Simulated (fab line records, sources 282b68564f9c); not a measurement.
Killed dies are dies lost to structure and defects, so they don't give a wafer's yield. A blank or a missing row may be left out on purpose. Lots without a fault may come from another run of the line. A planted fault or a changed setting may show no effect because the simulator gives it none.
fab line records | flow rit_cmos
record lots=13 wafers=39 last_day=7
route steps=202 shown ACTIVE@16 SPACER@128 NSD@137 PSD@157 M1@202
lots that met no fault: from a run of the same line without faults
start_h: hours from the record's first day to the start of the lot's first wafer shown | wait_h: hours since the lot's step before | " the same as in the row above | L1.1+2: a row that stands for several wafers | - no value, or no start given | * or withheld: withheld | < > ~ a bound
route shown NAME@n: a module of which the file shows steps, and the number in the route of the first | usual: mean/standard deviation of fault-free wafers | same: alike in all rows | chamber/n: place in a boat | sites: the reading at each site | _std_site: their standard deviation | _edge_site: outer sites' mean less inner sites' | radius_mm: how far each site lies from the wafer's centre | mask NAME#n: copy n | behind: the tool/chamber that last shaped the wafer | hold: why the lot was held/for how many hours/how that ended | device: the transistor (n, p or np) that didn't switch | end of line: the same wafers' tests at the end of the route | a step without rows: its recipe alone | killed: dies lost to structure and defects at the first sort, not the wafer's yield | map: a wafer's dies, x killed, . not, _ none there
set.NAME: the setting as run; set.NAME@STEP: as run at that earlier step | model.NAME: the simulator's own value behind a step, which no gauge read
steps of the route over a sample of lots; a table a step, a row a wafer
services: from which hour (start_h, from the record's first day; less than 0 if before it) a tool's chamber was out of use, for how many hours, and why
## steps
# step RIT_ACTIVE_CD_MEAS_90
# recipe target_cd_nm=1400
# usual cd_nm=1400.6/1.9
# columns lot.wafer tool chamber start_h wait_h cd_nm
L238.3 cd_sem-01 - 15.18 0.1 1399.9
L238.5 " - " " 1401.2
L238.6 " - " " 1402.2
L239.1 cd_sem-01 - 20.02 0.1 1400.4
L239.5 " - " " 1399.0
L239.6 " - " " 1399.1
L240.2 cd_sem-02 - 25.04 0.1 1400.6
L240.3 " - " " 1401.8
L240.6 " - " " 1402.4
L241.1 cd_sem-01 - 30.36 0.1 1399.3
L241.3 " - " " 1398.0
L241.6 " - " " 1399.0
L242.2 cd_sem-01 - 39.07 0.1 1398.4
L242.3 " - " " 1398.7
L242.4 " - " " 1398.2
L243.2 cd_sem-02 - 41.89 0.1 1401.6
L243.4 " - " " 1401.3
L243.5 " - " " 1400.6
L244.3 cd_sem-02 - 46.28 0.1 1401.4
L244.4 " - " " 1403.1
L244.6 " - " " 1401.1
L245.3 cd_sem-02 - 51.31 0.1 1405.6
L245.4 " - " " 1405.5
L245.6 " - " " 1405.1
L248.3 cd_sem-02 - 65.25 0.1 1399.6
L248.4 " - " " 1399.6
L248.5 " - " " 1396.5
L258.2 cd_sem-02 - 115.04 0.1 1399.3
L258.5 " - " " 1399.3
L258.6 " - " " 1400.0
L259.3 cd_sem-02 - 120.21 0.1 1399.4
L259.4 " - " " 1397.3
L259.6 " - " " 1398.9
L260.1 cd_sem-02 - 125.14 0.1 1402.4
L260.4 " - " " 1405.2
L260.6 " - " " 1403.1
L261.1 cd_sem-02 - 130.02 0.1 1400.2
L261.2 " - " " 1397.6
L261.6 " - " " 1400.1
# step RIT_SPACER_CVD_03
# recipe material=Si3N4 target_thk_nm=250 temp_c=810 precursor=SiH2Cl2/NH3 time_s=3300 pressure_mtorr=300 sih2cl2_flow_sccm=60 nh3_flow_sccm=150
# usual zone_power_source_pct=19.2/1.6
# columns lot.wafer tool chamber start_h wait_h zone_power_source_pct
L238.3 lpcvd-01 0 49.64 0.1 19.5
L238.5 " 0 " " 19.5
L238.6 " 0 " " 19.9
L239.1 lpcvd-02 1 51.39 0.0 16.2
L239.5 " 1 " " 16.1
L239.6 " 1 " " 16.0
L240.2 lpcvd-02 0 59.47 0.0 20.6
L240.3 " 0 " " 20.8
L240.6 " 0 " " 20.4
L241.1 lpcvd-02 1 66.08 0.0 16.0
L241.3 " 1 " " 16.5
L241.6 " 1 " " 16.2
L242.2 lpcvd-01 0 73.19 0.0 19.5
L242.3 " 0 " " 19.2
L242.4 " 0 " " 19.4
L243.2 lpcvd-01 1 75.23 0.0 20.5
L243.4 " 1 " " 20.5
L243.5 " 1 " " 20.5
L244.3 lpcvd-02 0 76.38 0.0 20.3
L244.4 " 0 " " 20.1
L244.6 " 0 " " 20.1
L245.3 lpcvd-02 0 79.89 0.0 20.3
L245.4 " 0 " " 19.9
L245.6 " 0 " " 19.9
L248.3 lpcvd-01 1 97.90 0.0 20.5
L248.4 " 1 " " 20.2
L248.5 " 1 " " 20.5
L258.2 lpcvd-02 1 144.77 0.0 16.0
L258.5 " 1 " " 16.0
L258.6 " 1 " " 16.1
L259.3 lpcvd-02 1 151.18 0.0 15.9
L259.4 " 1 " " 16.1
L259.6 " 1 " " 16.1
L260.1 lpcvd-01 0 155.80 0.0 19.7
L260.4 " 0 " " 19.6
L260.6 " 0 " " 19.8
L261.1 lpcvd-02 1 159.40 0.0 16.0
L261.2 " 1 " " 16.1
L261.6 " 1 " " 16.3
# step RIT_SPACER_THK_MEAS_04
# recipe reads=Si3N4_of_SPACER_CVD_03
# usual SPACER_NITRIDE_THK=249.9/2.5
# columns lot.wafer tool chamber start_h wait_h SPACER_NITRIDE_THK[nm]
L238.3 film_metro-04 - 51.57 0.0 248.5
L238.5 " - " " 248.2
L238.6 " - " " 251.3
L239.1 film_metro-02 - 53.31 0.0 249.1
L239.5 " - " " 249.0
L239.6 " - " " 248.9
L240.2 film_metro-03 - 61.39 0.0 252.1
L240.3 " - " " 252.1
L240.6 " - " " 252.1
L241.1 film_metro-04 - 68.00 0.0 251.3
L241.3 " - " " 253.7
L241.6 " - " " 251.5
L242.2 film_metro-03 - 75.12 0.0 249.3
L242.3 " - " " 249.1
L242.4 " - " " 248.9
L243.2 film_metro-03 - 77.15 0.0 246.5
L243.4 " - " " 243.7
L243.5 " - " " 245.2
L244.3 film_metro-03 - 78.32 0.0 252.1
L244.4 " - " " 251.2
L244.6 " - " " 252.6
L245.3 film_metro-03 - 81.83 0.0 250.9
L245.4 " - " " 251.6
L245.6 " - " " 250.6
L248.3 film_metro-04 - 99.84 0.0 223.6
L248.4 " - " " 224.1
L248.5 " - " " 224.5
L258.2 film_metro-03 - 146.70 0.0 246.3
L258.5 " - " " 247.8
L258.6 " - " " 246.8
L259.3 film_metro-02 - 153.11 0.0 252.9
L259.4 " - " " 249.6
L259.6 " - " " 252.8
L260.1 film_metro-03 - 157.72 0.0 250.8
L260.4 " - " " 252.0
L260.6 " - " " 251.7
L261.1 film_metro-02 - 161.32 0.0 252.2
L261.2 " - " " 249.3
L261.6 " - " " 248.8
# step RIT_SPACER_ETCHBACK_05
# recipe target_depth_a=2500 SF6_flow_sccm=30 CHF3_flow_sccm=30 target=Si3N4 chemistry=SF6/CHF3 pressure_mtorr=40 rf_w=250 time_s=240 stop_on=SiO2
# usual drypump_motor_current_A=5.5/0.38 oes_product_au=0.842/0.013 rf_fwd_power_W=249.2/0.85 throttle_valve_pct=10.25/0.13
# columns lot.wafer tool chamber start_h wait_h drypump_motor_current_A oes_product_au rf_fwd_power_W rf_hours_counter_h throttle_valve_pct
L238.3 rie_diel-01 0 51.61 0.0 5.7 0.843 251.4 156 10.18
L238.5 " 2 " " 5.7 0.846 248.4 - 10.37
L238.6 " 1 " " 4.8 0.868 249.7 - 10.02
L239.1 rie_diel-03 1 53.37 0.1 5.9 0.848 249.7 2 10.44
L239.5 " 0 " " 6.0 0.825 249.2 - 10.35
L239.6 " 1 " " 5.9 0.854 250.2 - 10.42
L240.2 rie_diel-04 2 61.44 0.0 5.6 0.829 249.0 65 10.27
L240.3 " 0 " " 4.8 0.837 249.6 21 10.25
L240.6 " 0 " " 4.8 0.847 250.5 - 10.24
L241.1 rie_diel-03 1 68.06 0.1 5.9 0.851 249.1 2 10.46
L241.3 " 3 " " 5.9 0.848 248.0 127 10.35
L241.6 " 2 " " 5.4 0.861 249.6 - 10.23
L242.2 rie_diel-01 0 75.17 0.0 5.7 0.850 250.2 156 10.16
L242.3 " 1 " " 4.8 0.861 249.5 32 10.02
L242.4 " 2 " " 5.7 0.847 248.9 13 10.39
L243.2 rie_diel-04 1 77.20 0.0 5.5 0.827 249.0 100 10.33
L243.4 " 2 " " 5.6 0.821 248.2 66 10.25
L243.5 " 1 " " 5.6 0.817 249.3 - 10.33
L244.3 rie_diel-03 3 78.36 0.0 5.9 0.840 249.6 127 10.36
L244.4 " 1 " " 5.9 0.852 249.0 3 10.45
L244.6 " 0 " " 6.0 0.833 248.2 - 10.35
L245.3 rie_diel-04 2 81.87 0.0 5.7 0.828 249.6 66 10.26
L245.4 " 3 " " 5.3 0.855 249.4 114 10.06
L245.6 " 3 " " 5.3 0.859 249.5 - 10.06
L248.3 rie_diel-01 1 99.88 0.0 4.8 0.809 249.7 33 10.00
L248.4 " 0 " " 5.7 0.780 249.1 157 10.15
L248.5 " 3 " " 5.3 0.769 250.0 - 10.14
L258.2 rie_diel-03 2 146.75 0.0 5.4 0.842 248.6 127 10.25
L258.5 " 1 " " 5.9 0.848 248.7 - 10.46
L258.6 " 0 " " 5.9 0.817 249.9 - 10.36
L259.3 rie_diel-01 1 153.15 0.0 4.8 0.870 249.1 34 10.02
L259.4 " 2 " " 5.6 0.854 250.0 - 10.35
L259.6 " 0 " " 5.7 0.834 249.8 - 10.18
L260.1 rie_diel-03 1 157.78 0.1 5.9 0.847 249.1 4 10.44
L260.4 " 3 " " 6.0 0.844 249.2 129 10.35
L260.6 " 0 " " 5.9 0.827 248.9 - 10.35
L261.1 rie_diel-03 3 161.38 0.1 6.0 0.844 250.2 129 10.35
L261.2 " 0 " " 6.0 0.819 250.3 5 10.36
L261.6 " 0 " " 5.9 0.814 249.2 - 10.37
# step RIT_NSD_OVL_MEAS_06
# usual NSD_OVL=-1.5/1.4
# columns lot.wafer tool chamber start_h wait_h NSD_OVL[nm]
L238.3 overlay-01 - 52.62 - 0.7
L238.5 " - " " 0.0
L238.6 " - " " 0.4
L239.1 overlay-02 - 54.38 - -3.0
L239.5 " - " " -0.1
L239.6 " - " " -1.1
L240.2 overlay-02 - 62.58 - -3.3
L240.3 " - " " -2.9
L240.6 " - " " -1.9
L241.1 overlay-02 - 69.06 - -0.6
L241.3 " - " " -2.0
L241.6 " - " " -1.3
L242.2 overlay-01 - 76.17 - 0.0
L242.3 " - " " 0.5
L242.4 " - " " -1.7
L243.2 overlay-01 - 78.34 - -1.2
L243.4 " - " " -2.5
L243.5 " - " " -1.2
L244.3 overlay-01 - 79.37 - -0.5
L244.4 " - " " 0.6
L244.6 " - " " 1.1
L245.3 overlay-02 - 82.99 - -2.4
L245.4 " - " " -2.0
L245.6 " - " " -0.1
L248.3 overlay-02 - 100.89 - -2.8
L248.4 " - " " -1.6
L248.5 " - " " -2.9
L258.2 overlay-02 - 147.88 - -2.8
L258.5 " - " " -3.1
L258.6 " - " " -4.1
L259.3 overlay-01 - 154.29 - -1.4
L259.4 " - " " -1.1
L259.6 " - " " 0.0
L260.1 overlay-02 - 158.90 - -1.4
L260.4 " - " " -0.6
L260.6 " - " " -1.6
L261.1 overlay-02 - 162.38 - -1.3
L261.2 " - " " -1.3
L261.6 " - " " -3.2
# step RIT_SDANNEAL_RS_MEAS_04
# recipe thk_meas_gauge=four-point-probe
# usual PSD_RS=115.42/0.27
# columns lot.wafer tool chamber start_h wait_h PSD_RS[ohm/sq]
L238.3 film_metro-01 - 55.27 0.1 115.06
L238.5 " - " " 115.54
L238.6 " - " " 115.24
L239.1 film_metro-01 - 56.83 0.0 115.17
L239.5 " - " " 115.82
L239.6 " - " " 115.27
L240.2 film_metro-01 - 65.42 0.1 115.42
L240.3 " - " " 115.21
L240.6 " - " " 115.23
L241.1 film_metro-01 - 71.81 0.0 115.64
L241.3 " - " " 115.68
L241.6 " - " " 115.72
L242.2 film_metro-01 - 78.78 0.1 115.42
L242.3 " - " " 115.31
L242.4 " - " " 115.59
L243.2 film_metro-04 - 80.79 0.1 115.31
L243.4 " - " " 115.68
L243.5 " - " " 115.32
L244.3 film_metro-02 - 81.83 0.1 115.60
L244.4 " - " " 115.38
L244.6 " - " " 115.39
L245.3 film_metro-02 - 85.78 0.1 115.52
L245.4 " - " " 115.77
L245.6 " - " " 116.25
L248.3 film_metro-02 - 103.73 0.1 115.41
L248.4 " - " " 115.17
L248.5 " - " " 115.33
L258.2 film_metro-04 - 150.61 0.1 114.92
L258.5 " - " " 114.94
L258.6 " - " " 115.10
L259.3 film_metro-01 - 156.75 0.1 115.37
L259.4 " - " " 115.02
L259.6 " - " " 115.07
L260.1 film_metro-01 - 161.32 0.0 115.44
L260.4 " - " " 115.53
L260.6 " - " " 115.29
L261.1 film_metro-02 - 164.92 0.0 115.57
L261.2 " - " " 115.23
L261.6 " - " " 115.22
# step RIT_M1_PROBE_99
# usual killed_at_M0_to_M3=0.0/0.2 killed_at_contacts=0.2/0.38 killed_at_front_end=6.7/3 killed_dies=6.9/3 killed_open=3.5/1.9 killed_short=3.3/2
# same gross_dies=264 killed_at_M4_up=0 killed_at_back_side=0 killed_at_other=0
# columns lot.wafer tool chamber start_h wait_h killed_at_M0_to_M3 killed_at_contacts killed_at_front_end killed_dies killed_open killed_short
L248.3 prober-01 - 111.34 0.2 0 0 6 6 4 2
L248.4 prober-01 - 111.39 0.2 0 0 3 3 3 0
L248.5 prober-01 - 111.44 0.2 0 0 6 6 2 4
# killed by level:class
L248.3 GATE:geometric_particle:open=3 ACTIVE:geometric_particle:short=1 FOX2:geometric_particle:open=1 GATE:geometric_particle:short=1
L248.4 SPACER:geometric_particle:open=2 SILICIDE:geometric_particle:open=1
L248.5 GATE:geometric_particle:open=2 ACTIVE:geometric_particle:short=1 FOX2:geometric_particle:short=1 GATE:geometric_particle:short=1 SPACER:geometric_particle:short=1
## services
# columns tool chamber start_h hours kind
rie_diel-01 3 30.93 12.0 repair
rie_diel-04 - 51.45 2.8 pm
lpcvd-02 - 55.15 2.8 pm
lpcvd-02 - 61.59 0.7 repair
rie_diel-01 2 79.53 13.4 repair
rie_diel-01 - 97.25 0.4 repair
rie_diel-04 3 101.56 2.8 repair
rie_diel-01 0 117.90 - clean
rie_diel-01 0 117.90 27.2 scheduled_down
rie_diel-01 0 117.90 27.2 vent_cycle
rie_diel-01 - 124.09 14.6 pm
rie_diel-03 2 124.61 3.4 repair
rie_diel-03 - 131.40 2.8 pm
rie_diel-03 2 134.94 1.3 repair
rie_diel-01 3 147.81 - clean
## key
first_sign step=RIT_SPACER_THK_MEAS_04 reading=SPACER_NITRIDE_THK direction=down sigmas=11 usual=249.9 struck=224.0
effect step=RIT_SPACER_ETCHBACK_05 reading=oes_product_au direction=down sigmas=4.3 usual=0.842 struck=0.786
met_at RIT_SPACER_CVD_03
struck_lots L248
struck_wafers L248.3,L248.4,L248.5
tester_left_out L248
not_acting_at RIT_ACTIVE_CD_MEAS_90,RIT_NSD_OVL_MEAS_06,RIT_SDANNEAL_RS_MEAS_04
onset_between 75.23 97.90
fault kind=process_parameter_drift tool=lpcvd-01 chamber=1 onset_h=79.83 steps=RIT_SPACER_CVD_03 channel=target_thk_nm offset=-22.984 shape=step end_h=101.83 acts_in=these_recipes_only stated=250
# tester_left_out: of these lots the tester's yield and bins aren't shown, on N5 and GAA mostly nor the transistor test; their killed dies are dies lost to structure and defects alone, not to doping, threshold or leakage, so they don't give the yield
